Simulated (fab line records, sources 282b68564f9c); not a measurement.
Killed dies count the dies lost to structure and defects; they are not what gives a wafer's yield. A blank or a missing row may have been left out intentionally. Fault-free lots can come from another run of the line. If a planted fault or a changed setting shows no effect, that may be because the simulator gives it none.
What tool caused it? -- flow rit_cmos -- Sampling: 14 lots, 42 wafers, 2 of 202 route steps

WHAT THE GAUGES READ, wafer by wafer
RIT_GATE_OVL_MEAS_17. Usual: GATE_OVL gives 0.1 nm (standard deviation 1.5).
lot,measured,on,GATE_OVL (nm),flag
L756,day 2 13:47,overlay-02,-2.5 -1.2 -2.3,
L757,day 2 20:12,overlay-01,0.9 1.1 -0.4,
L758,day 3 03:05,overlay-01,0.4 0.7 0.8,
L760,day 3 09:39,overlay-02,1.5 1.3 1.2,
L762,day 3 23:32,overlay-01,239.9 241.1 241.0,OFF
L764,day 4 05:59,overlay-01,3.2 0.6 1.8,
L766,day 4 16:04,overlay-02,237.6 239.7 237.2,OFF
L767,day 4 20:43,overlay-01,240.7 241.2 240.3,OFF
L768,day 5 01:37,overlay-01,0.8 -1.1 -1.4,
L769,day 5 06:20,overlay-02,-0.4 -0.2 0.6,
L771,day 5 15:43,overlay-01,1.9 0.8 2.6,
L772,day 5 21:59,overlay-01,1.3 1.8 0.3,
L776,day 6 17:56,overlay-02,-0.2 0.2 -1.9,
L779,day 7 06:59,overlay-01,1.6 0.5 0.2,

WHICH TOOL RAN EACH LOT (tool, then ch and the chambers of the sampled wafers, then the start)
lot,RIT_GATE_EXPOSE_13
L756,"iline_stepper-02 ch 0, day 2 13:16"
L757,"iline_stepper-01 ch 0, day 2 19:41"
L758,"iline_stepper-01 ch 0, day 3 02:36"
L760,"iline_stepper-02 ch 0, day 3 09:08"
L762,"iline_stepper-02 ch 0, day 3 23:01"
L764,"iline_stepper-01 ch 0, day 4 05:28"
L766,"iline_stepper-02 ch 0, day 4 15:33"
L767,"iline_stepper-02 ch 0, day 4 20:12"
L768,"iline_stepper-01 ch 0, day 5 01:06"
L769,"iline_stepper-01 ch 0, day 5 05:46"
L771,"iline_stepper-01 ch 0, day 5 15:12"
L772,"iline_stepper-01 ch 0, day 5 21:28"
L776,"iline_stepper-01 ch 0, day 6 17:17"
L779,"iline_stepper-01 ch 0, day 7 06:28"
- RIT_GATE_EXPOSE_13: exposes mask M6, target cd 150 nm.

AS READ BY THE TOOLS THEMSELVES (means over the sampled wafers that have a number; for cases with no such wafer, the mark the record gives instead)
The record holds no such reading with a usual standard deviation.

THE ANSWER, worked out from the rows above alone
Rule: a lot counts as off when the mean over its wafers that have a number is more than 3 standard deviations away from the usual mean. Also off: a lot with no number at a reading for which 4 or more lots have one. All remaining lots with rows at the step are treated as sound. Order of review: gauges by route order, followed by the tools' own readings, for which a lot's mean as printed above is used. At the first step where some lot is off, the reading lying furthest off is the one used; lots without a number count as furthest.
Off: L762, L766, L767, at RIT_GATE_OVL_MEAS_17 (GATE_OVL).
A tool fits if, at a process step before that reading, it ran every lot that is off, and no sound lot after the first of them. The gauges at RIT_GATE_OVL_MEAS_17 are tried like those tools. One fits: iline_stepper-02 at RIT_GATE_EXPOSE_13. A fault onset in the window from L760 (day 3 09:08, its last sound lot) to L762 (day 3 23:01, its first lot off) fits.

WHAT THE SIMULATOR HAD INSERTED
Scanner matching overlay: iline_stepper-02, from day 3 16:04 on, at RIT_GATE_EXPOSE_13. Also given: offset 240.
Shown lots that were struck: L762, L766, L767. The rule given above showed the same thing.
